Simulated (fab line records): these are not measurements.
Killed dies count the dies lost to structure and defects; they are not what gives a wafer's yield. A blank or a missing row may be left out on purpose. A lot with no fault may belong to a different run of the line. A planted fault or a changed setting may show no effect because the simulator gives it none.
The tool behind it: which one? :: flow ritCmos :: 14 lots with 42 wafers sampled at 2 steps, on a route of 202 steps

WHAT THE GAUGES READ, wafer by wafer
RIT_SPACER_THK_MEAS_04. Usual: for SPACER_NITRIDE_THK the level is 249.8 nm and the standard deviation is 2.3.
lot: L454
measured: day 3 00:49
on: filmMetro-01
SPACER_NITRIDE_THK (nm): 247.2 248.8 248.9
flag: 

lot: L455
measured: day 3 07:23
on: filmMetro-01
SPACER_NITRIDE_THK (nm): 245.3 245.3 246.9
flag: 

lot: L456
measured: day 3 13:18
on: filmMetro-03
SPACER_NITRIDE_THK (nm): 251.1 252.3 250.7
flag: 

lot: L457
measured: day 3 13:25
on: filmMetro-04
SPACER_NITRIDE_THK (nm): 248.3 249.8 247.8
flag: 

lot: L459
measured: day 4 03:28
on: filmMetro-01
SPACER_NITRIDE_THK (nm): 248.0 248.0 247.0
flag: 

lot: L461
measured: day 4 09:17
on: filmMetro-04
SPACER_NITRIDE_THK (nm): 248.6 249.3 247.6
flag: 

lot: L462
measured: day 4 15:56
on: filmMetro-04
SPACER_NITRIDE_THK (nm): 420.4 420.3 421.8
flag: OFF

lot: L463
measured: day 5 00:01
on: filmMetro-04
SPACER_NITRIDE_THK (nm): 419.3 420.3 419.8
flag: OFF

lot: L472
measured: day 6 15:38
on: filmMetro-01
SPACER_NITRIDE_THK (nm): 248.3 249.2 246.6
flag: 

lot: L473
measured: day 6 23:30
on: filmMetro-01
SPACER_NITRIDE_THK (nm): 251.9 253.1 251.4
flag: 

lot: L474
measured: day 7 03:16
on: filmMetro-04
SPACER_NITRIDE_THK (nm): 252.1 252.4 252.3
flag: 

lot: L475
measured: day 7 08:40
on: filmMetro-03
SPACER_NITRIDE_THK (nm): 252.2 251.6 251.8
flag: 

lot: L476
measured: day 7 14:05
on: filmMetro-03
SPACER_NITRIDE_THK (nm): 252.8 249.1 252.4
flag: 

lot: L477
measured: day 7 18:02
on: filmMetro-03
SPACER_NITRIDE_THK (nm): 249.4 250.3 251.7
flag: 

EACH LOT AND THE TOOL THAT RAN IT (in order: tool; ch and the chambers of the sampled wafers; start)
lot: L454
RIT_SPACER_CVD_03: lpcvd-02 ch 0, day 2 22:53

lot: L455
RIT_SPACER_CVD_03: lpcvd-02 ch 1, day 3 05:27

lot: L456
RIT_SPACER_CVD_03: lpcvd-01 ch 1, day 3 11:22

lot: L457
RIT_SPACER_CVD_03: lpcvd-02 ch 0, day 3 11:29

lot: L459
RIT_SPACER_CVD_03: lpcvd-02 ch 0, day 4 01:32

lot: L461
RIT_SPACER_CVD_03: lpcvd-02 ch 0, day 4 07:22

lot: L462
RIT_SPACER_CVD_03: lpcvd-02 ch 0, day 4 14:00

lot: L463
RIT_SPACER_CVD_03: lpcvd-02 ch 0, day 4 22:05

lot: L472
RIT_SPACER_CVD_03: lpcvd-01 ch 1, day 6 13:43

lot: L473
RIT_SPACER_CVD_03: lpcvd-01 ch 0, day 6 21:34

lot: L474
RIT_SPACER_CVD_03: lpcvd-01 ch 0, day 7 01:21

lot: L475
RIT_SPACER_CVD_03: lpcvd-01 ch 0, day 7 05:47

lot: L476
RIT_SPACER_CVD_03: lpcvd-01 ch 0, day 7 11:11

lot: L477
RIT_SPACER_CVD_03: lpcvd-02 ch 0, day 7 16:05
- RIT_SPACER_CVD_03: deposits Si3N4 from SiH2Cl2/NH3, target thk 250 nm, time 3300 s.

AS READ BY THE TOOLS THEMSELVES (means over the sampled wafers that have a number; for cases with no such wafer, the mark the record gives instead)
RIT_SPACER_CVD_03. Usual: spikeTcCentreC 813.1 C, standard deviation 1.2; spikeTcLoadC 831.4 C, standard deviation 2.4; spikeTcSourceC 832.8 C, standard deviation 1.5; susceptorTempC 810.0 C, standard deviation 0.37; zonePowerLoadPct 22.5 %, standard deviation 1.1.
lot: L454
tool: lpcvd-02
spikeTcCentreC (C): 812.2
spikeTcLoadC (C): 829.0
spikeTcSourceC (C): 833.0
susceptorTempC (C): 809.7
zonePowerLoadPct (%): 22.6
flag: 

lot: L455
tool: lpcvd-02
spikeTcCentreC (C): 811.9
spikeTcLoadC (C): 829.0
spikeTcSourceC (C): 830.7
susceptorTempC (C): 810.2
zonePowerLoadPct (%): 20.4
flag: 

lot: L456
tool: lpcvd-01
spikeTcCentreC (C): 813.0
spikeTcLoadC (C): 832.2
spikeTcSourceC (C): 831.6
susceptorTempC (C): 810.4
zonePowerLoadPct (%): 21.0
flag: 

lot: L457
tool: lpcvd-02
spikeTcCentreC (C): 814.4
spikeTcLoadC (C): 829.3
spikeTcSourceC (C): 833.9
susceptorTempC (C): 810.3
zonePowerLoadPct (%): 22.6
flag: 

lot: L459
tool: lpcvd-02
spikeTcCentreC (C): 813.3
spikeTcLoadC (C): 828.4
spikeTcSourceC (C): 833.8
susceptorTempC (C): 810.1
zonePowerLoadPct (%): 23.0
flag: 

lot: L461
tool: lpcvd-02
spikeTcCentreC (C): 813.3
spikeTcLoadC (C): 828.4
spikeTcSourceC (C): 833.7
susceptorTempC (C): 810.2
zonePowerLoadPct (%): 22.6
flag: 

lot: L462
tool: lpcvd-02
spikeTcCentreC (C): 854.6
spikeTcLoadC (C): 871.9
spikeTcSourceC (C): 876.2
susceptorTempC (C): 851.0
zonePowerLoadPct (%): 25.6
flag: OFF

lot: L463
tool: lpcvd-02
spikeTcCentreC (C): 855.0
spikeTcLoadC (C): 871.3
spikeTcSourceC (C): 875.2
susceptorTempC (C): 851.6
zonePowerLoadPct (%): 25.4
flag: OFF

lot: L472
tool: lpcvd-01
spikeTcCentreC (C): 812.3
spikeTcLoadC (C): 833.9
spikeTcSourceC (C): 832.4
susceptorTempC (C): 810.1
zonePowerLoadPct (%): 21.0
flag: 

lot: L473
tool: lpcvd-01
spikeTcCentreC (C): 813.6
spikeTcLoadC (C): 834.5
spikeTcSourceC (C): 832.5
susceptorTempC (C): 809.6
zonePowerLoadPct (%): 23.4
flag: 

lot: L474
tool: lpcvd-01
spikeTcCentreC (C): 813.3
spikeTcLoadC (C): 834.5
spikeTcSourceC (C): 832.8
susceptorTempC (C): 809.6
zonePowerLoadPct (%): 23.6
flag: 

lot: L475
tool: lpcvd-01
spikeTcCentreC (C): 813.2
spikeTcLoadC (C): 834.9
spikeTcSourceC (C): 832.2
susceptorTempC (C): 810.7
zonePowerLoadPct (%): 23.4
flag: 

lot: L476
tool: lpcvd-01
spikeTcCentreC (C): 812.3
spikeTcLoadC (C): 834.6
spikeTcSourceC (C): 831.9
susceptorTempC (C): 810.2
zonePowerLoadPct (%): 23.5
flag: 

lot: L477
tool: lpcvd-02
spikeTcCentreC (C): 813.7
spikeTcLoadC (C): 829.3
spikeTcSourceC (C): 834.9
susceptorTempC (C): 810.1
zonePowerLoadPct (%): 22.7
flag: 

THE ANSWER, worked out from the rows above alone
Rule: a lot counts as off when the mean over its wafers that have a number is more than 3 standard deviations away from the usual mean. A lot without any number at a reading at which 4 lots or more have one is off too. Any other lot the step has rows for is counted as sound. Order of review: gauges by route order, followed by the tools' own readings, for which a lot's mean as printed above is used. At the first step where some lot is off, the reading lying furthest off is the one used; lots without a number count as furthest.
Off: L462, L463, at RIT_SPACER_THK_MEAS_04 (SPACER_NITRIDE_THK).
If a tool, at a process step before that reading, ran all the lots that are off and no sound lot after the first of them, it fits. Not tried: the gauges at RIT_SPACER_THK_MEAS_04; whatever is off there is also off at RIT_SPACER_CVD_03, on other tools, and gauge error can't account for it. Not one of the candidates tried fits.

WHAT WAS PUT IN BY THE SIMULATOR
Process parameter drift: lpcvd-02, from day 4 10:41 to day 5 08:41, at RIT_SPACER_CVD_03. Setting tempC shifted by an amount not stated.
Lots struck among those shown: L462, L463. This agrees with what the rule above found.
